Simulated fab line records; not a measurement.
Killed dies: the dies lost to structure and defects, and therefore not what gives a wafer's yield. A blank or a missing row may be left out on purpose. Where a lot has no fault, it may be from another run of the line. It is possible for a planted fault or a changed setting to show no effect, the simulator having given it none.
Which tool was responsible? :: flow rit_cmos :: 14 lots with 42 wafers sampled at 4 steps, on a route of 202 steps

WHAT EACH GAUGE READ, for each wafer
RIT_ACTIVE_CD_MEAS_11: target cd 1400 nm. Usual: cd_nm at 1400.6 nm, with a standard deviation of 1.9.
lot: L990
measured: day 1 14:34
on: cd_sem-02
cd_nm (nm): 1399.6 1398.5 1399.7
flag: 

lot: L992
measured: day 2 02:19
on: cd_sem-01
cd_nm (nm): 1402.8 1402.6 1402.6
flag: 

lot: L993
measured: day 2 05:35
on: cd_sem-01
cd_nm (nm): 1399.7 1397.9 1399.7
flag: 

lot: L996
measured: day 2 20:49
on: cd_sem-01
cd_nm (nm): 1400.5 1400.3 1400.7
flag: 

lot: L997
measured: day 3 01:43
on: cd_sem-01
cd_nm (nm): 1399.3 1401.5 1399.9
flag: 

lot: L100
measured: day 3 19:37
on: cd_sem-01
cd_nm (nm): 1400.8 1400.5 1400.3
flag: 

lot: L101
measured: day 3 21:29
on: cd_sem-01
cd_nm (nm): 1399.6 1401.9 1401.9
flag: 

lot: L103
measured: day 4 09:11
on: cd_sem-01
cd_nm (nm): 1400.2 1403.5 1402.1
flag: 

lot: L105
measured: day 4 20:46
on: cd_sem-01
cd_nm (nm): 1402.6 1402.0 1399.9
flag: 

lot: L106
measured: day 4 23:20
on: cd_sem-01
cd_nm (nm): 1400.9 1400.0 1401.2
flag: 

lot: L108
measured: day 5 09:31
on: cd_sem-01
cd_nm (nm): 1398.9 1401.2 1400.3
flag: 

lot: L111
measured: day 6 01:07
on: cd_sem-01
cd_nm (nm): 1398.9 1398.7 1400.7
flag: 

lot: L112
measured: day 6 05:35
on: cd_sem-02
cd_nm (nm): 1399.1 1397.8 1397.1
flag: 

lot: L113
measured: day 6 09:35
on: cd_sem-01
cd_nm (nm): 1399.8 1398.9 1401.2
flag: 

RIT_PRETRO_TW_MEAS_10. Usual: PRETRO_TW typically reads 478, with standard deviation 5.4.
lot: L990
measured: day 2 09:22
on: film_metro-02
PRETRO_TW: 484 484 482
flag: 

lot: L992
measured: day 2 19:47
on: film_metro-02
PRETRO_TW: 484 483 484
flag: 

lot: L993
measured: day 3 00:31
on: film_metro-02
PRETRO_TW: 485 484 482
flag: 

lot: L996
measured: day 3 17:57
on: film_metro-02
PRETRO_TW: 482 483 485
flag: 

lot: L997
measured: day 4 00:55
on: film_metro-04
PRETRO_TW: 476 474 475
flag: 

lot: L100
measured: day 4 15:47
on: film_metro-03
PRETRO_TW: 474 473 471
flag: 

lot: L101
measured: day 4 18:34
on: film_metro-04
PRETRO_TW: 475 474 476
flag: 

lot: L103
measured: day 5 05:42
on: film_metro-03
PRETRO_TW: 471 468 470
flag: 

lot: L105
measured: day 5 18:26
on: film_metro-02
PRETRO_TW: 484 482 480
flag: 

lot: L106
measured: day 5 23:12
on: film_metro-02
PRETRO_TW: 594 590 593
flag: OFF

lot: L108
measured: day 6 07:23
on: film_metro-03
PRETRO_TW: 578 579 582
flag: OFF

lot: L111
measured: day 6 19:55
on: film_metro-04
PRETRO_TW: 472 474 474
flag: 

lot: L112
measured: day 18 13:03
on: film_metro-04
PRETRO_TW: 480 482 478
flag: 

lot: L113
measured: day 7 03:32
on: film_metro-04
PRETRO_TW: 475 474 475
flag: 

RIT_PLDD_TW_MEAS_10. Usual: PLDD_TW typically reads 2341, with standard deviation 14.
lot: L990
measured: day 2 20:58
on: film_metro-03
PLDD_TW: 2346 2325 2339
flag: 

lot: L992
measured: day 3 12:37
on: film_metro-03
PLDD_TW: 2325 2310 2318
flag: 

lot: L993
measured: day 3 19:39
on: film_metro-03
PLDD_TW: 2328 2311 2326
flag: 

lot: L996
measured: day 4 06:59
on: film_metro-01
PLDD_TW: 2339 2335 2345
flag: 

lot: L997
measured: day 4 14:45
on: film_metro-04
PLDD_TW: 2336 2351 2351
flag: 

lot: L100
measured: day 5 08:55
on: film_metro-04
PLDD_TW: 2332 2338 2354
flag: 

lot: L101
measured: day 5 09:10
on: film_metro-04
PLDD_TW: 2334 2332 2342
flag: 

lot: L103
measured: day 5 23:24
on: film_metro-01
PLDD_TW: 2366 2369 2369
flag: 

lot: L105
measured: day 6 06:57
on: film_metro-01
PLDD_TW: 2353 2350 2355
flag: 

lot: L106
measured: day 6 14:34
on: film_metro-04
PLDD_TW: 2333 2335 2331
flag: 

lot: L108
measured: day 6 20:22
on: film_metro-01
PLDD_TW: 2359 2358 2356
flag: 

lot: L111
measured: day 7 10:40
on: film_metro-01
PLDD_TW: 2339 2348 2352
flag: 

lot: L112
measured: day 19 03:04
on: film_metro-04
PLDD_TW: 2365 2360 2359
flag: 

lot: L113
measured: day 7 16:10
on: film_metro-01
PLDD_TW: 2338 2353 2346
flag: 

WHAT TOOL EACH LOT RAN ON (gives the tool, then ch and the chambers of the sampled wafers, and finally the start)
lot: L990
RIT_PRETRO_IMPLANT_08: implanter-02 ch 0, day 2 09:02

lot: L992
RIT_PRETRO_IMPLANT_08: implanter-02 ch 0, day 2 19:29

lot: L993
RIT_PRETRO_IMPLANT_08: implanter-04 ch 0, day 3 00:12

lot: L996
RIT_PRETRO_IMPLANT_08: implanter-04 ch 0, day 3 17:38

lot: L997
RIT_PRETRO_IMPLANT_08: implanter-04 ch 0, day 4 00:36

lot: L100
RIT_PRETRO_IMPLANT_08: implanter-01 ch 0, day 4 15:29

lot: L101
RIT_PRETRO_IMPLANT_08: implanter-01 ch 0, day 4 18:17

lot: L103
RIT_PRETRO_IMPLANT_08: implanter-04 ch 0, day 5 05:22

lot: L105
RIT_PRETRO_IMPLANT_08: implanter-01 ch 0, day 5 18:07

lot: L106
RIT_PRETRO_IMPLANT_08: implanter-04 ch 0, day 5 22:53

lot: L108
RIT_PRETRO_IMPLANT_08: implanter-04 ch 0, day 6 07:04

lot: L111
RIT_PRETRO_IMPLANT_08: implanter-01 ch 0, day 6 19:36

lot: L112
RIT_PRETRO_IMPLANT_08: implanter-04 ch 0, day 18 12:44

lot: L113
RIT_PRETRO_IMPLANT_08: implanter-02 ch 0, day 7 03:13
- RIT_PRETRO_IMPLANT_08

AS READ BY THE TOOLS THEMSELVES (means over the sampled wafers that have a number; for cases with no such wafer, the mark the record gives instead)
RIT_PRETRO_IMPLANT_08. Usual: dose_ions_cm2 1.1998e+13, standard deviation 1.2e+10; faraday_current_uA 38.1, standard deviation 0.67.
lot: L990
tool: implanter-02
dose_ions_cm2: 1.2015e+13
faraday_current_uA: 37.9
flag: 

lot: L992
tool: implanter-02
dose_ions_cm2: 1.2000e+13
faraday_current_uA: 38.5
flag: 

lot: L993
tool: implanter-04
dose_ions_cm2: 1.1996e+13
faraday_current_uA: 38.1
flag: 

lot: L996
tool: implanter-04
dose_ions_cm2: 1.1993e+13
faraday_current_uA: 38.1
flag: 

lot: L997
tool: implanter-04
dose_ions_cm2: 1.1985e+13
faraday_current_uA: 38.3
flag: 

lot: L100
tool: implanter-01
dose_ions_cm2: 1.1995e+13
faraday_current_uA: 37.9
flag: 

lot: L101
tool: implanter-01
dose_ions_cm2: 1.1995e+13
faraday_current_uA: 37.3
flag: 

lot: L103
tool: implanter-04
dose_ions_cm2: 1.1999e+13
faraday_current_uA: 38.4
flag: 

lot: L105
tool: implanter-01
dose_ions_cm2: 1.1991e+13
faraday_current_uA: 38.4
flag: 

lot: L106
tool: implanter-04
dose_ions_cm2: 2.3423e+13
faraday_current_uA: 73.4
flag: OFF

lot: L108
tool: implanter-04
dose_ions_cm2: 2.3410e+13
faraday_current_uA: 73.2
flag: OFF

lot: L111
tool: implanter-01
dose_ions_cm2: 1.2002e+13
faraday_current_uA: 38.0
flag: 

lot: L112
tool: implanter-04
dose_ions_cm2: 1.1998e+13
faraday_current_uA: 38.3
flag: 

lot: L113
tool: implanter-02
dose_ions_cm2: 1.1993e+13
faraday_current_uA: 38.0
flag: 

THE ANSWER, worked out from the rows above alone
Rule: a lot is off if the mean of its wafers that have a number lies more than 3 standard deviations from the usual mean. Also off: a lot with no number at a reading for which 4 or more lots have one. The other lots that the step has rows for count as sound. After the gauges, taken in route order, come the tools' own readings; for these a lot's mean is taken, as printed above. The first step at which some lot is off is used, and at that step the reading that is off furthest; a lot without a number counts as furthest.
Off: L106, L108, at RIT_PRETRO_TW_MEAS_10 (PRETRO_TW).
If a tool, at a process step before that reading, ran all the lots that are off and no sound lot after the first of them, it fits. Not tried: the gauges at RIT_PRETRO_TW_MEAS_10; whatever is off there is also off at RIT_PRETRO_IMPLANT_08, on other tools, and gauge error can't account for it. Of those tried, none fits.

WHAT WAS PUT IN BY THE SIMULATOR
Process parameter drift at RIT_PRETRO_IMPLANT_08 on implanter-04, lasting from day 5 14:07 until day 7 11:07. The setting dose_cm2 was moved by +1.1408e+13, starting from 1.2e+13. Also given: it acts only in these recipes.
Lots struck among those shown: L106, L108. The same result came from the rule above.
